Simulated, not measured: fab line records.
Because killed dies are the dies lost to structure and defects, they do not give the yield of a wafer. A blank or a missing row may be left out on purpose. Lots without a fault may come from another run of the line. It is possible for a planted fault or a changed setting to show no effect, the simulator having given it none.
Struck lot and sound lot, side by side | flow rit-cmos | 28 out of 202 route steps
Sound: these wafers, L312.2, L312.4, L312.5. Struck: wafer L322.4 (L322.3, L322.5, from the same lot, were not struck and are left out); the cause is given at the end.
For every step that has rows: the tool of each side, followed by ch and its chambers, followed by its first start. Under that, the readings that differ: sound wafers | struck wafers | difference of the means | sigmas: that difference in standard deviations of wafers without a fault.
alike: readings whose means differ by less than 2 such deviations, and words and numbers that are the same on both sides. not compared: withheld readings, readings that some wafer has no value for, bounds like >300 that may hide the same value, and numbers for which the record gives no deviation and whose values overlap.
The two part at a step that has a row with sigmas, a row that says differs or no value, or rows on one side only. Numbers that have no deviation but don't overlap get no sigmas and don't part them. A reading that every wafer of one side lacks parts them only if that side has two wafers or more.

RIT_SDANNEAL_RTA_03: time 5 s.
  sound on rtp-anneal-01 ch 0, day 3 01:20; struck on rtp-anneal-01 ch 0, day 5 02:35
  alike: wafer_temp_C_max
RIT_SDANNEAL_RS_MEAS_04: measures by four-point-probe.
  sound on film-metro-03, day 3 01:25; struck on film-metro-01, day 5 02:40
  alike: PSD_RS
RIT_SDANNEAL_RS_MEAS_05: measures by four-point-probe.
  sound on film-metro-03, day 3 01:32; struck on film-metro-01, day 5 02:47
  alike: NSD_RS
RIT_SDANNEAL_RS_MEAS_06: measures by four-point-probe.
  sound on film-metro-03, day 3 01:39; struck on film-metro-01, day 5 02:55
  alike: PLDD_RS
RIT_SDANNEAL_RS_MEAS_07: measures by four-point-probe.
  sound on film-metro-03, day 3 01:46; struck on film-metro-01, day 5 03:02
  alike: NLDD_RS
then, 1 step without rows for these wafers: RIT_SILICIDE_WET_ETCH_00 (etches SiO2 in BOE, target depth 14 nm, time 15 s).
RIT_SILICIDE_SPUTTER_01: material Ti, target thk 30 nm, time 240 s.
  sound on pvd-sputter-02, day 3 01:53; struck on pvd-sputter-02, day 5 03:08
  alike: throttle-valve-pct
RIT_SILICIDE_RS_MEAS_02: measures by four-point-probe.
  sound on film-metro-02, day 3 02:03; struck on film-metro-04, day 5 03:19
  alike: SILICIDE_TI_RS
RIT_SILICIDE_THK_MEAS_03: measures by xrf.
  sound on film-metro-02, day 3 02:10; struck on film-metro-04, day 5 03:25
  alike: SILICIDE_TI_THK
RIT_SILICIDE_RTA_04: time 10 s, ramp up 5 s, ramp down 5 s.
  sound on rtp-anneal-02 ch 0, day 3 02:13; struck on rtp-anneal-02 ch 0, day 5 03:29
  alike: wafer_temp_C_max
then, 1 step without rows for these wafers: RIT_SILICIDE_WET_ETCH_05 (etches Ti in SPM, time 120 s).
RIT_SILICIDE_RTA_06: time 10 s, ramp up 5 s, ramp down 10 s.
  sound on rtp-anneal-01 ch 0, day 3 02:20; struck on rtp-anneal-01 ch 0, day 5 03:35
  alike: wafer_temp_C_max
RIT_CONTACT_CVD_00: deposits SiO2 from TEOS, target thk 400 nm, time 63.41 s.
  sound on pecvd-04 ch 1,2, day 3 02:23; struck on pecvd-03 ch 0, day 5 03:38
  reading                                  | sound             | struck | difference | sigmas
  model.SiO2_of_CONTACT_CVD_00.thk-nm (nm) | 408.6 411.7 411.4 | 582.6  | +172.0     |
  alike: heater-power-w
RIT_CONTACT_THK_MEAS_01:
  sound on film-metro-03, day 3 02:27; struck on film-metro-01, day 5 03:42
  reading               | sound       | struck | difference | sigmas
  CONTACT_TEOS_THK (nm) | 409 412 412 | 582    | +171       | +33
then, 6 steps without rows for these wafers: RIT_CONTACT_HMDS_02 (prime time 60 s); RIT_CONTACT_COAT_03 (resist thk 1000 nm); RIT_CONTACT_SOFTBAKE_04 (time 60 s); RIT_CONTACT_EXPOSE_05 (exposes mask M11, target cd 1000 nm); RIT_CONTACT_PEB_06; RIT_CONTACT_DEVELOP_07 (develop time 120 s).
RIT_CONTACT_CD_MEAS_08: target cd 1000 nm.
  sound on cd-sem-01, day 3 03:37; struck on cd-sem-02, day 5 04:45
  alike: cd-nm
RIT_CONTACT_OVL_MEAS_09:
  sound on overlay-01, day 3 03:43; struck on overlay-02, day 5 04:50
  reading          | sound          | struck | difference | sigmas
  CONTACT_OVL (nm) | -2.1 -3.1 -2.3 | 0.8    | +3.3       | +2
then, 1 step without rows for these wafers: RIT_CONTACT_HARDBAKE_10 (time 60 s).
RIT_CONTACT_ETCH_11: etches SiO2 in CHF3/CF4/Ar, stops on TiSi2, target depth 480 nm, time 320 s.
  sound on rie-diel-03 ch 1,3, day 3 03:58; struck on rie-diel-03 ch 3, day 5 05:01
  reading                             | sound             | struck | difference | sigmas
  model.etch.depth-nm (nm)            | 408.6 411.7 411.4 | 480.8  | +70.2      |
  model.CONTACT.feature-depth-nm (nm) | 408.6 411.7 411.4 | 480.8  | +70.2      |
  alike: drypump-motor-current-A, oes-product-au, throttle-valve-pct
  not compared: rf-hours-counter-h
RIT_CONTACT_STRIP_12: strips in O2, time 180 s.
  sound on plasma-asher-02 ch 0, day 3 04:10; struck on plasma-asher-01 ch 1, day 5 05:16
  alike: drypump-motor-current-A
  not compared: rf-hours-counter-h
RIT_CONTACT_CD_MEAS_90: target cd 1000 nm.
  sound on cd-sem-01, day 3 04:22; struck on cd-sem-02, day 5 05:25
  alike: cd-nm
RIT_CONTACT_CLEAN_13: cleans in SC1, time 600 s.
  sound on wet-bench-02 ch 1, day 3 04:28; struck on wet-bench-03 ch 3, day 5 05:30
  reading                                  | sound             | struck | difference | sigmas
  model.SiO2_of_CONTACT_CVD_00.thk-nm (nm) | 404.5 407.7 407.3 | 578.5  | +172.0     |
then, 1 step without rows for these wafers: RIT_CONTACT_CLEAN_14 (cleans in SC2, time 600 s).

WHERE THEY PART
Earliest at RIT_CONTACT_THK_MEAS_01; latest, in this record, at RIT_CONTACT_OVL_MEAS_09. Later steps at which nothing parts them and some readings are alike: RIT_CONTACT_ETCH_11, RIT_CONTACT_STRIP_12, RIT_CONTACT_CD_MEAS_90.

WHY: whatever the simulator had introduced
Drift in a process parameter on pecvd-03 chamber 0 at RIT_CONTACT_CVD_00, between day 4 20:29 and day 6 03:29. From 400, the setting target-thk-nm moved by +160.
